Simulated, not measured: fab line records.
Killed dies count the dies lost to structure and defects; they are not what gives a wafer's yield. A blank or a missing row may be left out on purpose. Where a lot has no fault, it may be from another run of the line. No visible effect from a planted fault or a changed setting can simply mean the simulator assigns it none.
fab line records -- flow ritCmos
record lots=14, wafers=42, lastDay=7
route steps=202 shown FOX2@23 M1@202
lots that met no fault: taken from a fault-free run of the same line
startH: hours from the record's first day to the start of the lot's first wafer shown -- waitH: time in hours since the lot's previous step -- " same as the row above -- L1.1+2: a single row standing in for several wafers -- - either no value or no given start -- * or withheld: withheld -- < > ~ a bound
route shown NAME@n: a module of which the file shows steps, and the number in the route of the first -- usual: mean/standard deviation taken from wafers without a fault -- same: alike in all rows -- chamber/n: place in a boat -- sites: per-site readings -- _std_site: standard deviation of those values -- _edge_site: the outer-site mean with the inner-site mean subtracted -- radiusMm: how far each site lies from the wafer's centre -- mask NAME#n: copy n -- behind: the last tool/chamber to shape the wafer -- hold: why the lot was held/for how many hours/how that ended -- device: whichever transistor did not switch (one of n, p or np) -- end of line: tests of these same wafers at the route's end -- a step given without rows: its recipe and nothing more -- killed: not the wafer's yield, but the dies lost to structure and defects at the first sort -- map: dies across one wafer; x = killed, . = not, _ = none there
set.NAME: the setting the step ran with; set.NAME@STEP: the setting that earlier step ran with -- model.NAME: the simulator's own value behind a step, which no gauge read
steps of the route over a sample of lots; a table a step, a row a wafer
services: a tool's chamber out of use, with start hour (startH, from the record's first day; less than 0 if before it), hours out, and reason
## steps
# step RIT_FOX2_OXIDATION_00
# recipe tempC=1100, ambient=H2O, targetThkA=3507, pH2oTorr=720, oxTimeS=1130
lot.wafer,tool,chamber,startH,waitH
L347.3+4+6,furnace-01,0,17.73,0.0
L349.1+4+6,furnace-01,0,31.29,1.7
L350.2+4+6,furnace-03,0,35.25,0.1
L351.4+5+6,furnace-04,0,42.37,0.0
L352.2+5+6,furnace-04,0,45.17,0.0
L353.1+4+6,furnace-01,0,48.72,0.1
L357.2+3+5,furnace-04,0,68.51,0.0
L359.1+2+6,furnace-04,0,79.38,0.1
L362.1+2+4,furnace-03,0,94.62,0.0
L364.2+4+5,furnace-01,0,102.78,0.0
L366.2+3+6,furnace-01,0,112.83,0.0
L367.1+2+3,furnace-03,0,118.68,1.0
L368.1+4+6,furnace-01,0,123.62,0.0
L369.1+3+4,furnace-03,0,131.50,0.6
# step RIT_FOX2_THK_MEAS_01
# recipe reads=SiO2_of_FOX2_OXIDATION_00
# usual FOX2_OXIDE_THK=349/6.3
lot.wafer,tool,chamber,startH,waitH,FOX2_OXIDE_THK[nm]
L347.3,filmMetro-01,-,19.06,0.0,356
L347.4,filmMetro-01,-,19.06,0.0,359
L347.6,filmMetro-01,-,19.06,0.0,349
L349.1,filmMetro-01,-,32.60,0.0,353
L349.4,filmMetro-01,-,32.60,0.0,357
L349.6,filmMetro-01,-,32.60,0.0,353
L350.2,filmMetro-01,-,36.57,0.0,348
L350.4,filmMetro-01,-,36.57,0.0,347
L350.6,filmMetro-01,-,36.57,0.0,348
L351.4,filmMetro-01,-,43.71,0.0,338
L351.5,filmMetro-01,-,43.71,0.0,343
L351.6,filmMetro-01,-,43.71,0.0,344
L352.2,filmMetro-02,-,46.50,0.0,348
L352.5,filmMetro-02,-,46.50,0.0,345
L352.6,filmMetro-02,-,46.50,0.0,349
L353.1,filmMetro-01,-,50.03,0.0,357
L353.4,filmMetro-01,-,50.03,0.0,356
L353.6,filmMetro-01,-,50.03,0.0,357
L357.2,filmMetro-01,-,69.84,0.0,321
L357.3,filmMetro-01,-,69.84,0.0,320
L357.5,filmMetro-01,-,69.84,0.0,317
L359.1,filmMetro-01,-,80.70,0.0,328
L359.2,filmMetro-01,-,80.70,0.0,328
L359.6,filmMetro-01,-,80.70,0.0,325
L362.1,filmMetro-02,-,95.93,0.0,353
L362.2,filmMetro-02,-,95.93,0.0,346
L362.4,filmMetro-02,-,95.93,0.0,349
L364.2,filmMetro-03,-,104.10,0.0,353
L364.4,filmMetro-03,-,104.10,0.0,348
L364.5,filmMetro-03,-,104.10,0.0,350
L366.2,filmMetro-01,-,114.15,0.0,347
L366.3,filmMetro-01,-,114.15,0.0,353
L366.6,filmMetro-01,-,114.15,0.0,347
L367.1,filmMetro-03,-,119.99,0.0,345
L367.2,filmMetro-03,-,119.99,0.0,349
L367.3,filmMetro-03,-,119.99,0.0,346
L368.1,filmMetro-02,-,124.93,0.0,343
L368.4,filmMetro-02,-,124.93,0.0,347
L368.6,filmMetro-02,-,124.93,0.0,341
L369.1,filmMetro-01,-,132.82,0.0,356
L369.3,filmMetro-01,-,132.82,0.0,345
L369.4,filmMetro-01,-,132.82,0.0,356
# step RIT_FOX2_THK_MEAS_90
# recipe reads=SiO2_of_FOX2_OXIDATION_00
# usual FIELD_OXIDE_LEFT_1_THK=322/6.2
lot.wafer,tool,chamber,startH,waitH,FIELD_OXIDE_LEFT_1_THK[nm]
L347.3,filmMetro-01,-,19.94,0.0,328
L347.4,filmMetro-01,-,19.94,0.0,331
L347.6,filmMetro-01,-,19.94,0.0,322
L349.1,filmMetro-02,-,33.48,0.0,325
L349.4,filmMetro-02,-,33.48,0.0,329
L349.6,filmMetro-02,-,33.48,0.0,326
L350.2,filmMetro-01,-,37.45,0.0,320
L350.4,filmMetro-01,-,37.45,0.0,320
L350.6,filmMetro-01,-,37.45,0.0,320
L351.4,filmMetro-02,-,44.59,0.0,311
L351.5,filmMetro-02,-,44.59,0.0,316
L351.6,filmMetro-02,-,44.59,0.0,317
L352.2,filmMetro-02,-,47.37,0.0,321
L352.5,filmMetro-02,-,47.37,0.0,317
L352.6,filmMetro-02,-,47.37,0.0,322
L353.1,filmMetro-01,-,50.91,0.0,329
L353.4,filmMetro-01,-,50.91,0.0,329
L353.6,filmMetro-01,-,50.91,0.0,329
L357.2,filmMetro-01,-,70.78,0.0,294
L357.3,filmMetro-01,-,70.78,0.0,293
L357.5,filmMetro-01,-,70.78,0.0,290
L359.1,filmMetro-01,-,81.58,0.0,301
L359.2,filmMetro-01,-,81.58,0.0,300
L359.6,filmMetro-01,-,81.58,0.0,298
L362.1,filmMetro-02,-,96.81,0.0,325
L362.2,filmMetro-02,-,96.81,0.0,320
L362.4,filmMetro-02,-,96.81,0.0,323
L364.2,filmMetro-02,-,104.98,0.0,325
L364.4,filmMetro-02,-,104.98,0.0,321
L364.5,filmMetro-02,-,104.98,0.0,323
L366.2,filmMetro-01,-,115.04,0.0,319
L366.3,filmMetro-01,-,115.04,0.0,325
L366.6,filmMetro-01,-,115.04,0.0,320
L367.1,filmMetro-02,-,121.01,0.0,318
L367.2,filmMetro-02,-,121.01,0.0,322
L367.3,filmMetro-02,-,121.01,0.0,318
L368.1,filmMetro-03,-,125.95,0.0,316
L368.4,filmMetro-03,-,125.95,0.0,320
L368.6,filmMetro-03,-,125.95,0.0,313
L369.1,filmMetro-01,-,133.76,0.0,329
L369.3,filmMetro-01,-,133.76,0.0,318
L369.4,filmMetro-01,-,133.76,0.0,329
# step RIT_FOX2_THK_MEAS_91
# recipe reads=SiO2_of_FOX2_OXIDATION_00
# usual FIELD_OXIDE_LEFT_2_THK=254/6.2
lot.wafer,tool,chamber,startH,waitH,FIELD_OXIDE_LEFT_2_THK[nm]
L347.3,filmMetro-02,-,32.45,0.0,259
L347.4,filmMetro-02,-,32.45,0.0,263
L347.6,filmMetro-02,-,32.45,0.0,253
L349.1,filmMetro-03,-,45.78,0.0,257
L349.4,filmMetro-03,-,45.78,0.0,261
L349.6,filmMetro-03,-,45.78,0.0,258
L350.2,filmMetro-02,-,51.06,0.0,252
L350.4,filmMetro-02,-,51.06,0.0,252
L350.6,filmMetro-02,-,51.06,0.0,252
L351.4,filmMetro-03,-,57.02,0.0,243
L351.5,filmMetro-03,-,57.02,0.0,248
L351.6,filmMetro-03,-,57.02,0.0,250
L352.2,filmMetro-03,-,60.84,0.0,253
L352.5,filmMetro-03,-,60.84,0.0,249
L352.6,filmMetro-03,-,60.84,0.0,254
L353.1,filmMetro-01,-,64.73,0.0,261
L353.4,filmMetro-01,-,64.73,0.0,261
L353.6,filmMetro-01,-,64.73,0.0,261
L357.2,filmMetro-02,-,84.09,0.0,226
L357.3,filmMetro-02,-,84.09,0.0,225
L357.5,filmMetro-02,-,84.09,0.0,222
L359.1,filmMetro-01,-,95.48,0.0,234
L359.2,filmMetro-01,-,95.48,0.0,233
L359.6,filmMetro-01,-,95.48,0.0,231
L362.1,filmMetro-01,-,109.23,0.0,257
L362.2,filmMetro-01,-,109.23,0.0,251
L362.4,filmMetro-01,-,109.23,0.0,255
L364.2,filmMetro-01,-,117.55,0.0,258
L364.4,filmMetro-01,-,117.55,0.0,253
L364.5,filmMetro-01,-,117.55,0.0,255
L366.2,filmMetro-03,-,128.66,0.0,251
L366.3,filmMetro-03,-,128.66,0.0,257
L366.6,filmMetro-03,-,128.66,0.0,252
L367.1,filmMetro-01,-,135.06,0.0,249
L367.2,filmMetro-01,-,135.06,0.0,254
L367.3,filmMetro-01,-,135.06,0.0,250
L368.1,filmMetro-01,-,139.71,0.0,249
L368.4,filmMetro-01,-,139.71,0.0,252
L368.6,filmMetro-01,-,139.71,0.0,246
L369.1,filmMetro-01,-,146.96,0.0,261
L369.3,filmMetro-01,-,146.96,0.0,249
L369.4,filmMetro-01,-,146.96,0.0,260
# step RIT_M1_PROBE_99
# usual killedAtContacts=0.1/0.31, killedAtFrontEnd=8/3.1, killedDies=8/3.2, killedOpen=3.9/2.2, killedShort=3.8/2.1
# same grossDies=264, killed_at_M0_to_M3=0, killed_at_M4_up=0, killedAtBackSide=0, killedAtOther=0
lot.wafer,tool,chamber,startH,waitH,killedAtContacts,killedAtFrontEnd,killedDies,killedOpen,killedShort
L359.1,prober-02,-,122.41,0.1,0,9,9,4,5
L359.2,prober-02,-,122.46,0.1,0,7,7,4,3
L359.6,prober-02,-,122.66,0.2,0,11,11,9,2
# killed by level:class
L359.1 FOX2:geometricParticle:short=4 GATE:geometricParticle:open=3 FOX2:geometricParticle:open=1 SILICIDE:geometricParticle:short=1
L359.2 FOX1:geometricParticle:open=2 ACTIVE:geometricParticle:open=1 FOX1:geometricParticle:short=1 GATE:geometricParticle:short=1 SPACER:geometricParticle:short=1 SPACER:geometricParticle:open=1
L359.6 GATE:geometricParticle:open=3 REOX:geometricParticle:open=3 FOX1:geometricParticle:short=1 FOX1:geometricParticle:open=1 REOX:geometricParticle:short=1 SPACER:geometricParticle:open=1 SILICIDE:geometricParticle:open=1
## services
tool,chamber,startH,hours,kind
furnace-01,-,-0.48,3.2,pm
furnace-01,-,0.75,7.9,repair
furnace-04,-,29.45,3.9,pm
furnace-04,-,54.69,2.9,pm
furnace-01,-,56.98,3.1,pm
furnace-03,-,122.54,4.2,pm
furnace-03,-,126.74,3.4,pm
## key
firstSign step=RIT_FOX2_THK_MEAS_01, reading=FOX2_OXIDE_THK, direction=down, sigmas=4.1, usual=349, struck=323
effect step=RIT_FOX2_THK_MEAS_90, reading=FIELD_OXIDE_LEFT_1_THK, direction=down, sigmas=4.1, usual=322, struck=296
effect step=RIT_FOX2_THK_MEAS_91, reading=FIELD_OXIDE_LEFT_2_THK, direction=down, sigmas=4.1, usual=254, struck=228
metAt RIT_FOX2_OXIDATION_00
struckLots L357,L359
testerLeftOut L357,L359
onsetBetween 45.17 68.51
fault kind=processParameterDrift, tool=furnace-04, chamber=-, onsetH=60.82, steps=RIT_FOX2_OXIDATION_00, channel=oxTimeS, offset=*, shape=step, endH=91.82, actsIn=*, stated=*
# testerLeftOut: of these lots the tester's yield and bins aren't shown, on N5 and GAA mostly nor the transistor test; their killed dies are dies lost to structure and defects alone, not to doping, threshold or leakage, so they don't give the yield
